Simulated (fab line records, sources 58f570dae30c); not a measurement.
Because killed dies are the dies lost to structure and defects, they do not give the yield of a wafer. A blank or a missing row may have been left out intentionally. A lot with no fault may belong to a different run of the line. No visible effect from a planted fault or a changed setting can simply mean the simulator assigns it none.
Which tool is to blame?    flow berkeley-cmos170    14 lots with 42 wafers sampled at 3 steps, on a route of 331 steps

## WHAT THE GAUGES READ, wafer by wafer
UCB170_NWELL_TW_MEAS_16. Usual: for NWELL_TW the level is 1234 and the standard deviation is 10.
lot   measured     on             NWELL_TW        flag
L803  day 2 16:19  film-metro-01  1242 1249 1242  
L804  day 2 17:02  film-metro-04  1224 1224 1225  
L806  day 3 00:01  film-metro-02  1236 1231 1235  
L805  day 3 00:19  film-metro-02  1227 1229 1231  
L807  day 3 15:11  film-metro-02  1234 1228 1223  
L808  day 3 15:34  film-metro-04  1219 1217 1222  
L809  day 4 01:20  film-metro-01  1240 1238 1242  
L810  day 4 01:38  film-metro-02  1240 1229 1233  
L811  day 4 09:41  film-metro-02  1286 1281 1290  OFF
L815  day 4 21:52  film-metro-01  1296 1289 1286  OFF
L820  day 6 02:41  film-metro-02  1236 1234 1237  
L822  day 6 16:08  film-metro-01  1254 1252 1249  
L824  day 6 21:36  film-metro-04  1232 1226 1228  
L825  day 7 02:39  film-metro-02  1236 1237 1231  

UCB170_PWELL_OVL_MEAS_13. Usual: for PWELL_OVL the level is 1 nm and the standard deviation is 5.8.
lot   measured     on          PWELL_OVL (nm)  flag
L803  day 3 15:09  overlay-01  5 -7 -1         
L804  day 3 15:23  overlay-02  3 7 8           
L806  day 3 22:47  overlay-02  2 1 1           
L805  day 3 23:03  overlay-01  -3 5 -1         
L807  day 4 12:08  overlay-01  2 0 2           
L808  day 4 11:55  overlay-02  -6 3 2          
L809  day 4 21:49  overlay-02  0 -1 -1         
L810  day 4 22:01  overlay-01  7 3 4           
L811  day 5 05:14  overlay-02  7 -2 7          
L815  day 5 16:16  overlay-02  6 7 -2          
L820  day 6 21:00  overlay-01  -1 3 2          
L822  day 7 16:21  overlay-02  -4 -10 3        
L824  day 7 16:04  overlay-02  -4 14 6         
L825  day 7 16:31  overlay-02  -6 -11 -4       

## WHAT TOOL EACH LOT RAN ON (gives the tool, then ch and the chambers of the sampled wafers, and finally the start)
lot   UCB170_NWELL_IMPLANT_14
L803  implanter-01 ch 0, day 2 16:05
L804  implanter-03 ch 0, day 2 16:47
L806  implanter-03 ch 0, day 2 23:47
L805  implanter-02 ch 0, day 3 00:05
L807  implanter-02 ch 0, day 3 14:56
L808  implanter-01 ch 0, day 3 15:21
L809  implanter-02 ch 0, day 4 01:07
L810  implanter-03 ch 0, day 4 01:26
L811  implanter-02 ch 0, day 4 09:27
L815  implanter-02 ch 0, day 4 21:37
L820  implanter-03 ch 0, day 6 02:26
L822  implanter-01 ch 0, day 6 15:55
L824  implanter-03 ch 0, day 6 21:21
L825  implanter-01 ch 0, day 7 02:24
- UCB170_NWELL_IMPLANT_14

## AS READ BY THE TOOLS THEMSELVES (means over the sampled wafers that have a number; for cases with no such wafer, the mark the record gives instead)
UCB170_NWELL_IMPLANT_14. Usual: beam-energy-keV 150.00, standard deviation 0.049; tilt-deg 7.000 degrees, standard deviation 0.02.
lot   tool          beam-energy-keV  tilt-deg (degrees)  flag
L803  implanter-01  149.96           6.998               
L804  implanter-03  150.05           6.983               
L806  implanter-03  149.99           7.005               
L805  implanter-02  149.99           6.995               
L807  implanter-02  149.97           6.991               
L808  implanter-01  149.94           6.997               
L809  implanter-02  149.93           7.022               
L810  implanter-03  150.01           6.991               
L811  implanter-02  183.05           7.037               OFF
L815  implanter-02  183.03           6.995               OFF
L820  implanter-03  149.94           7.004               
L822  implanter-01  150.02           7.013               
L824  implanter-03  150.03           6.986               
L825  implanter-01  149.97           6.998               

## THE ANSWER, worked out from the rows above alone
Rule: lot off if the mean of its wafers having a number is beyond 3 standard deviations from the usual mean. Also off: a lot with no number at a reading for which 4 or more lots have one. The other lots that the step has rows for count as sound. Order of review: gauges by route order, followed by the tools' own readings, for which a lot's mean as printed above is used. The first step at which some lot is off is used, and at that step the reading that is off furthest; a lot without a number counts as furthest.
Off: at UCB170_NWELL_TW_MEAS_16 (NWELL_TW), L811, L815.
If a tool, at a process step before that reading, ran all the lots that are off and no sound lot after the first of them, it fits. Not tried: the gauges at UCB170_NWELL_TW_MEAS_16; whatever is off there is also off at UCB170_NWELL_IMPLANT_14, on other tools, and gauge error can't account for it. One fits: UCB170_NWELL_IMPLANT_14 on implanter-02. A fault onset in the window from L809 (day 4 01:07, its last sound lot) to L811 (day 4 09:27, its first lot off) fits.
On the lots that are off, the tool's own readings at UCB170_NWELL_IMPLANT_14 differ by more than 5 times the standard deviation of the sound lots' means, which bears it out; beam-energy-keV reads 183.04 there versus 149.98 on the sound lots.

## WHAT WAS PUT IN BY THE SIMULATOR
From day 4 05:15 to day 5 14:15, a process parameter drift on implanter-02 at UCB170_NWELL_IMPLANT_14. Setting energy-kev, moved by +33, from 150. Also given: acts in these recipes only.
Shown lots that were struck: L811, L815. The rule above reached the same finding.
